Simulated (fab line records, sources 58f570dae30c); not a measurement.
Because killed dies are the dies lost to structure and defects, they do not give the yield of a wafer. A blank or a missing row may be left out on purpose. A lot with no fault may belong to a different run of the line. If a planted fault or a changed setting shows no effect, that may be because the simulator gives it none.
Chamber matching | flow berkeley-cmos170 | UCB170_GATE_ETCH_15 on rie-si-01: 3 sister chambers
The step etches poly-Si in HBr/Cl2, stops on SiO2, time 56.3 s, target depth 278.2 nm. 6 wafers are shown with their chamber, then 6 later ones without.

== EACH WAFER AND ITS CHAMBER ==
wafer  | chamber | throttle-valve-pct (%) | oes-product-au (a.u.)
L660.1 | 2       | 26.37                  | 0.842
L660.4 | 0       | 26.42                  | 0.822
L663.2 | 1       | 26.35                  | 0.827
L663.5 | 1       | 26.36                  | 0.827
L663.6 | 2       | 26.37                  | 0.831
L665.2 | 0       | 26.40                  | 0.818

== WAFERS WHOSE CHAMBER IS MISSING ==
wafer  | throttle-valve-pct (%) | oes-product-au (a.u.)
L665.5 | 26.40                  | 0.817
L667.1 | 26.35                  | 0.822
L667.4 | 26.37                  | 0.825
L667.6 | 26.36                  | 0.834
L669.5 | 26.37                  | 0.845
L669.6 | 26.35                  | 0.845

== WHICH CHAMBER EACH ONE RAN IN ==
wafer  | from the rows above     | in truth
L665.5 | 0                       | 0
L667.1 | 1                       | 1
L667.4 | can't be placed: 1 or 2 | 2
L667.6 | can't be placed: 2 or 1 | 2
L669.5 | 2                       | 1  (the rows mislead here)
L669.6 | can't be placed: 2 or 1 | 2
Correctly placed: 2 of 6. From these rows, 3 cannot be placed; in 3 the true chamber is one of the candidates. Wrongly placed: 1.
How it was worked out, from the rows above alone: a wafer's distance from a chamber is the root of the sum, over the readings, of the square of ((its reading less the chamber's mean) divided by the reading's scatter). The wafer belongs to the nearest chamber; if the next one is less than 2 further off, it can't be placed. Each chamber's mean is taken over the wafers shown for it. The scatter is the square root of a quotient: the sum, over the shown wafers, of each reading's squared deviation from its chamber's mean, divided by wafers minus chambers.
